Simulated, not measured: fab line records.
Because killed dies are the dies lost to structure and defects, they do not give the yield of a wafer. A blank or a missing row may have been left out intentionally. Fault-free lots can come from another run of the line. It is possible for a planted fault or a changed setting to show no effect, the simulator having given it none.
The same fault as seen by 2 desks || flow rit cmos || only its own numbers are on each desk; what lay behind them is given at the end

## THE TOOL OWNER'S DESK: implanter-04
The tool's own readings at RIT_NLDD_IMPLANT_08: means of the sampled wafers that have a number, for each lot that ran on this tool. The brackets show how far a lot's mean lies from the usual mean; more than 4 standard deviations puts the lot out of limits, marked OUT.
Columns: A = dose ions cm2 at RIT_NLDD_IMPLANT_08, usual 5e+14; B = end station pressure torr at RIT_NLDD_IMPLANT_08, usual 6.3e-06 Torr; C = faraday current uA at RIT_NLDD_IMPLANT_08, usual 1576
{"lot": "L378", "first seen here": "day 3 12:43", "A": 5e+14, "B": 6.6e-06, "C": 1587}
{"lot": "L380", "first seen here": "day 3 18:05", "A": 5e+14, "B": 6.3e-06, "C": 1591}
{"lot": "L381", "first seen here": "day 4 02:49", "A": 5e+14, "B": 6.2e-06, "C": 1600}
{"lot": "L383", "first seen here": "day 4 15:02", "A": 5e+14, "B": 6.5e-06, "C": 1584}
{"lot": "L385", "first seen here": "day 4 22:00", "A": "4e+14 (-99 or more) OUT", "B": 5.8e-06, "C": "1164 (-13) OUT"}
{"lot": "L388", "first seen here": "day 5 13:52", "A": "4e+14 (-99 or more) OUT", "B": 5.8e-06, "C": "1184 (-12) OUT"}
This desk's finding: out of limits on L385, L388; first on L385, day 4 22:00 (dose ions cm2 at RIT_NLDD_IMPLANT_08). In limits: L378, L380, L381, L383.

## AT THE METROLOGY DESK
Lot by lot, what the gauges showed, no matter which tool ran the lot: averages of those sampled wafers that carry a number. The brackets show how far a lot's mean lies from the usual mean; more than 4 standard deviations puts the lot out of limits, marked OUT.
Columns: A = NLDD_TW at RIT_NLDD_TW_MEAS_10, usual 2478; B = NLDD_RS at RIT_SDANNEAL_RS_MEAS_07, usual 151.7 ohm/sq
{"lot": "L375", "first seen here": "day 2 18:43", "A": 2500, "B": 151.7}
{"lot": "L377", "first seen here": "day 3 05:36", "A": 2484, "B": 151.6}
{"lot": "L378", "first seen here": "day 3 13:02", "A": 2460, "B": 151.2}
{"lot": "L379", "first seen here": "day 3 15:21", "A": 2495, "B": 150.7}
{"lot": "L380", "first seen here": "day 3 18:23", "A": 2479, "B": 151.0}
{"lot": "L381", "first seen here": "day 4 03:07", "A": 2489, "B": 151.2}
{"lot": "L382", "first seen here": "day 4 10:13", "A": 2479, "B": 150.8}
{"lot": "L383", "first seen here": "day 4 15:21", "A": 2479, "B": 151.5}
{"lot": "L384", "first seen here": "day 4 17:56", "A": 2445, "B": 151.9}
{"lot": "L385", "first seen here": "day 4 22:19", "A": "2296 (-7.9) OUT", "B": "194.3 (+72) OUT"}
{"lot": "L388", "first seen here": "day 5 14:10", "A": "2252 (-9.8) OUT", "B": "194.5 (+73) OUT"}
{"lot": "L393", "first seen here": "day 6 14:33", "A": 2456, "B": 152.0}
{"lot": "L396", "first seen here": "day 7 03:24", "A": 2455, "B": 151.4}
{"lot": "L398", "first seen here": "day 7 12:31", "A": 2502, "B": 152.2}
This desk finds L385, L388 out of limits, with the earliest case on L385 at day 4 22:19 (NLDD_TW at RIT_NLDD_TW_MEAS_10). In limits: L375, L377, L378, L379, L380, L381, L382, L383, L384, L393, L396, L398.

## BROUGHT TOGETHER
The tool owner's desk could have raised an alarm at day 4 22:00, on L385, L388.
An alarm was possible from the metrology desk at day 4 22:19, on L385, L388.
On implanter-04, each named lot ran RIT_NLDD_IMPLANT_08.

## WHAT HAD BEEN PUT IN BY THE SIMULATOR
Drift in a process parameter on implanter-04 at RIT_NLDD_IMPLANT_08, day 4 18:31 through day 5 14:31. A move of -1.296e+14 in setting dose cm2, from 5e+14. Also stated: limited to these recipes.
Shown lots that were struck: L385, L388.
Delay (hours) between the fault's onset and each desk's first out-of-limits reading: 3 at the tool owner's desk, 4 at the metrology desk.
